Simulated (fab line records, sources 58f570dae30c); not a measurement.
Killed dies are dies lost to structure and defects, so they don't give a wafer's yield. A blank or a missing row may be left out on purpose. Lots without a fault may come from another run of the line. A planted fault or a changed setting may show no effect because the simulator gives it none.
Which tool did it? | flow berkeley_cmos170 | 14 lots, 42 wafers sampled, at 4 steps of a route of 331

WHAT THE GAUGES READ, wafer by wafer
UCB170_PSD_TW_MEAS_10. Usual: PSD_TW 2311, standard deviation 20.
lot  | measured     | on            | PSD_TW         | flag
L446 | day 7 17:17  | film_metro-03 | 2342 2342 2327 |
L445 | day 7 17:25  | film_metro-04 | 2283 2275 2284 |
L450 | day 8 07:43  | film_metro-01 | 2321 2296 2306 |
L448 | day 8 07:50  | film_metro-04 | 2288 2283 2277 |
L447 | day 8 08:01  | film_metro-01 | 2314 2307 2314 |
L453 | day 9 10:02  | film_metro-04 | 2288 2301 2296 |
L452 | day 9 10:19  | film_metro-01 | 2308 2309 2319 |
L456 | day 9 10:51  | film_metro-03 | 2350 2351 2340 |
L457 | day 9 16:25  | film_metro-04 | 2300 2306 2290 |
L459 | day 10 17:15 | film_metro-03 | 2335 2331 2340 |
L462 | day 10 22:44 | film_metro-03 | 2331 2315 2341 |
L464 | day 11 09:04 | film_metro-01 | 2757 2766 2752 | OFF
L463 | day 11 09:07 | film_metro-03 | 2325 2335 2324 |
L466 | day 12 08:37 | film_metro-03 | 2784 2771 2772 | OFF

UCB170_SDANNEAL_RS_MEAS_02: measures by four-point-probe. Usual: PSD_RS 75.63 ohm/sq, standard deviation 0.3.
lot  | measured     | on            | PSD_RS (ohm/sq)   | flag
L446 | day 7 23:49  | film_metro-03 | 75.59 75.37 75.30 |
L445 | day 8 00:14  | film_metro-04 | 75.73 75.57 75.44 |
L450 | day 8 11:31  | film_metro-01 | 75.48 75.57 75.54 |
L448 | day 8 11:44  | film_metro-03 | 75.63 76.07 75.76 |
L447 | day 8 11:38  | film_metro-04 | 75.24 75.28 75.39 |
L453 | day 9 13:12  | film_metro-04 | 75.57 75.42 75.64 |
L452 | day 9 13:43  | film_metro-03 | 75.85 76.07 76.25 |
L456 | day 9 14:15  | film_metro-03 | 75.45 75.55 75.45 |
L457 | day 9 19:13  | film_metro-04 | 75.24 75.07 75.48 |
L459 | day 10 20:04 | film_metro-01 | 75.80 75.83 75.82 |
L462 | day 11 02:05 | film_metro-03 | 75.60 75.46 75.53 |
L464 | day 11 13:37 | film_metro-03 | 54.95 55.11 54.83 | OFF
L463 | day 11 13:38 | film_metro-04 | 75.65 75.62 75.40 |
L466 | day 12 13:03 | film_metro-03 | 54.89 54.97 54.95 | OFF

WHICH TOOL RAN EACH LOT (tool, then ch and the chambers of the sampled wafers, then the start)
lot  | UCB170_PSD_IMPLANT_08           | UCB170_PSD_STRIP_09
L446 | implanter-03 ch 0, day 7 17:04  | plasma_asher-02 ch 0,1, day 7 17:11
L445 | implanter-03 ch 0, day 7 17:10  | plasma_asher-03 ch 0,1, day 7 17:19
L450 | implanter-04 ch 0, day 8 07:29  | plasma_asher-02 ch 1, day 8 07:37
L448 | implanter-01 ch 0, day 8 07:35  | plasma_asher-04 ch 0,1, day 8 07:44
L447 | implanter-03 ch 0, day 8 07:46  | plasma_asher-03 ch 0,1, day 8 07:55
L453 | implanter-01 ch 0, day 9 09:49  | plasma_asher-03 ch 0,1, day 9 09:56
L452 | implanter-03 ch 0, day 9 10:05  | plasma_asher-02 ch 0, day 9 10:13
L456 | implanter-03 ch 0, day 9 10:36  | plasma_asher-02 ch 0,1, day 9 10:45
L457 | implanter-01 ch 0, day 9 16:10  | plasma_asher-02 ch 0,1, day 9 16:19
L459 | implanter-03 ch 0, day 10 17:00 | plasma_asher-04 ch 0,1, day 10 17:09
L462 | implanter-01 ch 0, day 10 22:30 | plasma_asher-04 ch 0,1, day 10 22:38
L464 | implanter-03 ch 0, day 11 08:49 | plasma_asher-04 ch 0,1, day 11 08:58
L463 | implanter-01 ch 0, day 11 08:53 | plasma_asher-02 ch 0,1, day 11 09:00
L466 | implanter-03 ch 0, day 12 08:23 | plasma_asher-02 ch 0,1, day 12 08:31
- UCB170_PSD_IMPLANT_08
- UCB170_PSD_STRIP_09: strips in O2.

WHAT THE TOOLS THEMSELVES READ (means of the sampled wafers that have a number; where no wafer has one, the mark that the record gives instead)
UCB170_PSD_IMPLANT_08. Usual: beam_on_s 10.03 s, standard deviation 0.2; dose_ions_cm2 3e+15, standard deviation 3.7e+12; faraday_current_uA 9236, standard deviation 180.
lot  | tool         | beam_on_s (s) | dose_ions_cm2 | faraday_current_uA | flag
L446 | implanter-03 | 10.25         | 3e+15         | 9045               |
L445 | implanter-03 | 10.04         | 3e+15         | 9250               |
L450 | implanter-04 | 9.90          | 3e+15         | 9346               |
L448 | implanter-01 | 9.83          | 3e+15         | 9417               |
L447 | implanter-03 | 10.13         | 3e+15         | 9142               |
L453 | implanter-01 | 9.82          | 3e+15         | 9417               |
L452 | implanter-03 | 10.36         | 3e+15         | 8950               |
L456 | implanter-03 | 10.16         | 3e+15         | 9097               |
L457 | implanter-01 | 9.94          | 3e+15         | 9327               |
L459 | implanter-03 | 10.13         | 3e+15         | 9145               |
L462 | implanter-01 | 9.88          | 3e+15         | 9343               |
L464 | implanter-03 | 14.45         | 5e+15         | 11499              | OFF
L463 | implanter-01 | 10.01         | 3e+15         | 9253               |
L466 | implanter-03 | 14.37         | 5e+15         | 11605              | OFF

UCB170_PSD_STRIP_09. Usual: drypump_motor_current_A 5.5 A, standard deviation 0.46; oes_product_au 0.600 a.u., standard deviation 0.0042; strip_time_to_endpoint_s 29.38 s, standard deviation 0.068.
lot  | tool            | drypump_motor_current_A (A) | oes_product_au (a.u.) | strip_time_to_endpoint_s (s) | flag
L446 | plasma_asher-02 | 5.3                         | 0.599                 | 29.48                        |
L445 | plasma_asher-03 | 5.3                         | 0.602                 | 29.38                        |
L450 | plasma_asher-02 | 4.7                         | 0.598                 | 29.41                        |
L448 | plasma_asher-04 | 6.0                         | 0.595                 | 29.29                        |
L447 | plasma_asher-03 | 5.6                         | 0.598                 | 29.37                        |
L453 | plasma_asher-03 | 5.3                         | 0.599                 | 29.38                        |
L452 | plasma_asher-02 | 5.6                         | 0.604                 | 29.33                        |
L456 | plasma_asher-02 | 5.0                         | 0.602                 | 29.41                        |
L457 | plasma_asher-02 | 5.2                         | 0.601                 | 29.38                        |
L459 | plasma_asher-04 | 5.9                         | 0.599                 | 29.32                        |
L462 | plasma_asher-04 | 5.8                         | 0.602                 | 29.36                        |
L464 | plasma_asher-04 | 6.0                         | 0.529                 | 36.25                        | OFF
L463 | plasma_asher-02 | 5.3                         | 0.599                 | 29.44                        |
L466 | plasma_asher-02 | 5.0                         | 0.532                 | 36.30                        | OFF

THE ANSWER, worked out from the rows above alone
Rule: a lot is off if the mean of its wafers that have a number lies more than 3 standard deviations from the usual mean. A lot without any number at a reading at which 4 lots or more have one is off too. The other lots that the step has rows for count as sound. The gauges are gone through in route order, then the tools' own readings, and for those a lot's mean is taken as printed above. The first step at which some lot is off is used, and at that step the reading that is off furthest; a lot without a number counts as furthest.
Off: L464, L466, at UCB170_PSD_TW_MEAS_10 (PSD_TW).
A tool fits if, at a process step before that reading, it ran every lot that is off, and no sound lot after the first of them. The gauges at UCB170_PSD_TW_MEAS_10 aren't tried: what is off there is off at UCB170_PSD_IMPLANT_08 too, on other tools, and a gauge's error can't cause that. One fits: implanter-03 at UCB170_PSD_IMPLANT_08. Its last sound lot is L459 (day 10 17:00), its first lot that is off L464 (day 11 08:49): a fault that began between those two fits.
The tool's own readings at UCB170_PSD_IMPLANT_08 bear it out: on the lots that are off they differ by more than 5 times the standard deviation of the sound lots' means. beam_on_s reads 14.41 s there against 10.04 s on the sound lots; dose_ions_cm2 reads 5e+15 there against 3e+15 on the sound lots; faraday_current_uA reads 11552 there against 9228 on the sound lots.

WHAT THE SIMULATOR HAD PUT IN
Process parameter drift: implanter-03, from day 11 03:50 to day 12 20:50, at UCB170_PSD_IMPLANT_08. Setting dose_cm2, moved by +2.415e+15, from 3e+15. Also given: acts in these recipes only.
Lots struck among those shown: L464, L466. The rule above found the same.
